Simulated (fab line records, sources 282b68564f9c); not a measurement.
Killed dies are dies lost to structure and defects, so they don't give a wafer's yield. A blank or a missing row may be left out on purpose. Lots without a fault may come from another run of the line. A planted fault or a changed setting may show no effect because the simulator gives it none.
fab line records | flow rit_cmos
record lots=14 wafers=42 last_day=7
route steps=202 shown ACTIVE@1 FOX2@24 NRETRO@63
lots that met no fault: from a run of the same line without faults
start_h: hours from the record's first day to the start of the lot's first wafer shown | wait_h: hours since the lot's step before | " the same as in the row above | L1.1+2: a row that stands for several wafers | - no value, or no start given | * or withheld: withheld | < > ~ a bound
route shown NAME@n: a module of which the file shows steps, and the number in the route of the first | usual: mean/standard deviation of fault-free wafers | same: alike in all rows | chamber/n: place in a boat | sites: the reading at each site | _std_site: their standard deviation | _edge_site: outer sites' mean less inner sites' | radius_mm: how far each site lies from the wafer's centre | mask NAME#n: copy n | behind: the tool/chamber that last shaped the wafer | hold: why the lot was held/for how many hours/how that ended | device: the transistor (n, p or np) that didn't switch | end of line: the same wafers' tests at the end of the route | a step without rows: its recipe alone | killed: dies lost to structure and defects at the first sort, not the wafer's yield | map: a wafer's dies, x killed, . not, _ none there
set.NAME: the setting as run; set.NAME@STEP: as run at that earlier step | model.NAME: the simulator's own value behind a step, which no gauge read
steps of the route over a sample of lots; a table a step, a row a wafer
## steps
# step RIT_ACTIVE_BOW_MEAS_00
# recipe mode=bow
# usual INCOMING_BOW=0/5.7
# columns lot.wafer tool chamber start_h wait_h INCOMING_BOW[um]
L244.3 film_metro-03 - 10.04 - -11
L244.5 " - " " -11
L244.6 " - " " -5
L245.2 film_metro-03 - 15.02 - -6
L245.4 " - " " -4
L245.6 " - " " -5
L246.1 film_metro-03 - 20.00 - 6
L246.3 " - " " 6
L246.5 " - " " 0
L247.1 film_metro-03 - 25.00 - 2
L247.2 " - " " -7
L247.3 " - " " 4
L248.1 film_metro-01 - 30.00 - -2
L248.3 " - " " -2
L248.6 " - " " 1
L249.3 film_metro-04 - 35.04 - 2
L249.4 " - " " 9
L249.5 " - " " -3
L250.2 film_metro-04 - 40.02 - 3
L250.4 " - " " -7
L250.5 " - " " 3
L252.1 film_metro-04 - 50.00 - -6
L252.2 " - " " -3
L252.4 " - " " 5
L254.1 film_metro-01 - 60.00 - 3
L254.2 " - " " -1
L254.5 " - " " 11
L255.2 film_metro-04 - 65.02 - 0
L255.3 " - " " 0
L255.6 " - " " 1
L256.2 film_metro-04 - 70.02 - 6
L256.4 " - " " -8
L256.6 " - " " -2
L262.3 film_metro-01 - 100.04 - -11
L262.4 " - " " 5
L262.6 " - " " -6
L266.4 film_metro-01 - 120.06 - -11
L266.5 " - " " 12
L266.6 " - " " -3
L267.1 film_metro-01 - 125.00 - 2
L267.5 " - " " 2
L267.6 " - " " -14
# step RIT_ACTIVE_DEVELOP_10
# recipe resist=NOVOLAK develop_time_s=50 dev_temp_c=23
# usual chill_plate_temp_C=23.02/0.11 develop_time_s=50/0 developer_temp_C=22.98/0.095
# columns lot.wafer tool chamber start_h wait_h chill_plate_temp_C develop_time_s developer_temp_C
L244.3 litho_track-01 0 15 - 23.09 50 23.05
L244.5 " 0 " " 22.98 50 22.88
L244.6 " 0 " " 23.10 50 23.06
L245.2 litho_track-03 0 21 - 23.12 50 22.83
L245.4 " 0 " " 22.97 50 22.94
L245.6 " 0 " " 22.92 50 23.01
L246.1 litho_track-01 0 24 - 22.89 50 23.04
L246.3 " 0 " " 22.66 50 22.93
L246.5 " 0 " " 22.86 50 22.86
L247.1 litho_track-03 0 30 - 23.24 50 23.06
L247.2 " 0 " " 23.03 50 22.94
L247.3 " 0 " " 23.05 50 22.99
L248.1 litho_track-03 0 34 - 23.13 50 22.90
L248.3 " 0 " " 22.91 50 23.07
L248.6 " 0 " " 22.97 50 23.20
L249.3 litho_track-02 0 41 - 23.05 50 23.19
L249.4 " 0 " " 23.01 50 22.94
L249.5 " 0 " " 23.06 50 23.08
L250.2 litho_track-01 0 47 - 22.95 50 22.94
L250.4 " 0 " " 22.96 50 23.05
L250.5 " 0 " " 23.02 50 23.07
L252.1 litho_track-02 0 55 - 23.12 50 23.12
L252.2 " 0 " " 23.23 50 22.94
L252.4 " 0 " " 23.03 50 22.88
L254.1 litho_track-02 - 64 - - - -
L254.2 " - " " - - -
L254.5 " - " " - - -
L255.2 litho_track-01 - 70 - - - -
L255.3 " - " " - - -
L255.6 " - " " - - -
L256.2 litho_track-02 0 76 - 23.03 50 22.89
L256.4 " 0 " " 23.14 50 22.96
L256.6 " 0 " " 23.01 50 22.86
L262.3 litho_track-01 0 105 - 22.99 50 23.01
L262.4 " 0 " " 22.94 50 23.06
L262.6 " 0 " " 22.92 50 22.99
L266.4 litho_track-01 0 124 - 23.02 50 23.06
L266.5 " 0 " " 23.03 50 22.94
L266.6 " 0 " " 23.05 50 22.86
L267.1 litho_track-01 0 129 - 23.12 50 22.98
L267.5 " 0 " " 22.83 50 22.83
L267.6 " 0 " " 23.07 50 23.08
# step RIT_FOX2_THK_MEAS_01
# recipe reads=SiO2_of_FOX2_OXIDATION_00
# usual FOX2_OXIDE_THK=350/6.3
# columns lot.wafer tool chamber start_h wait_h FOX2_OXIDE_THK[nm]
L244.3 film_metro-04 - 23.98 0.0 339
L244.5 " - " " 340
L244.6 " - " " 339
L246.1 film_metro-01 - 29.40 0.0 345
L246.3 " - " " 351
L246.5 " - " " 345
L245.2 film_metro-04 - 29.41 0.0 352
L245.4 " - " " 345
L245.6 " - " " 348
L247.1 film_metro-02 - 40.36 0.0 355
L247.2 " - " " 357
L247.3 " - " " 352
L248.1 film_metro-04 - 44.96 0.0 356
L248.3 " - " " 356
L248.6 " - " " 358
L249.3 film_metro-04 - 51.65 0.0 354
L249.4 " - " " 355
L249.5 " - " " 358
L250.2 film_metro-04 - 58.32 0.0 363
L250.4 " - " " 354
L250.5 " - " " 360
L252.1 film_metro-04 - 61.79 0.0 338
L252.2 " - " " 343
L252.4 " - " " 350
L256.2 film_metro-02 - 81.56 0.0 354
L256.4 " - " " 350
L256.6 " - " " 349
L262.3 film_metro-02 - 109.56 0.0 346
L262.4 " - " " 355
L262.6 " - " " 344
L266.4 film_metro-04 - 130.17 0.0 347
L266.5 " - " " 344
L266.6 " - " " 349
L267.1 film_metro-04 - 136.20 0.0 351
L267.5 " - " " 355
L267.6 " - " " 350
# step RIT_NRETRO_TW_MEAS_10
# usual NRETRO_TW=1052/12
# columns lot.wafer tool chamber start_h wait_h NRETRO_TW
L244.3 film_metro-04 - 36.06 0.1 1055
L244.5 " - " " 1052
L244.6 " - " " 1057
L246.1 film_metro-01 - 42.68 0.1 1036
L246.3 " - " " 1035
L246.5 " - " " 1033
L245.2 film_metro-04 - 42.94 0.1 1054
L245.4 " - " " 1058
L245.6 " - " " 1052
L247.1 film_metro-04 - 52.06 0.1 1046
L247.2 " - " " 1043
L247.3 " - " " 1050
L248.1 film_metro-04 - 60.02 0.1 1041
L248.3 " - " " 1047
L248.6 " - " " 1048
L249.3 film_metro-03 - 65.72 0.1 1074
L249.4 " - " " 1071
L249.5 " - " " 1070
L250.2 film_metro-01 - 69.42 0.1 1037
L250.4 " - " " 1046
L250.5 " - " " 1041
L252.1 film_metro-04 - 73.55 0.1 1049
L252.2 " - " " 1052
L252.4 " - " " 1057
L256.2 film_metro-04 - 93.34 0.1 1056
L256.4 " - " " 1060
L256.6 " - " " 1055
L262.3 film_metro-01 - 121.41 0.1 1041
L262.4 " - " " 1039
L262.6 " - " " 1038
L266.4 film_metro-03 - 144.59 0.1 1072
L266.5 " - " " 1065
L266.6 " - " " 1065
L267.1 film_metro-01 - 149.62 0.1 1031
L267.5 " - " " 1040
L267.6 " - " " 1035
## key
first_sign step=RIT_ACTIVE_DEVELOP_10 reading=tool_record direction=missing
effect none on later readings
met_at RIT_ACTIVE_DEVELOP_10
struck_lots L254,L255
later_rows_left_out L254.1,L254.2,L254.5,L255.2,L255.3,L255.6
sort_left_out L254.1,L254.2,L254.5,L255.2,L255.3,L255.6
tester_left_out L254,L255
not_acting_at RIT_ACTIVE_BOW_MEAS_00,RIT_FOX2_THK_MEAS_01,RIT_NRETRO_TW_MEAS_10
onset_between 55 64
fault kind=skipped_step_whole tool=litho_track-01,litho_track-02 chamber=- onset_h=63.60 steps=RIT_ACTIVE_DEVELOP_10 scope=struck_lots_only
# tester_left_out: of these lots the tester's yield and bins aren't shown, on N5 and GAA mostly nor the transistor test; their killed dies are dies lost to structure and defects alone, not to doping, threshold or leakage, so they don't give the yield
# sort_left_out: the simulated sort isn't trusted on such a fault, so these wafers' sort isn't shown, and their yield isn't known
# later_rows_left_out: the simulator's readings of these wafers behind a module that went badly wrong aren't trusted and aren't shown, but for the sort
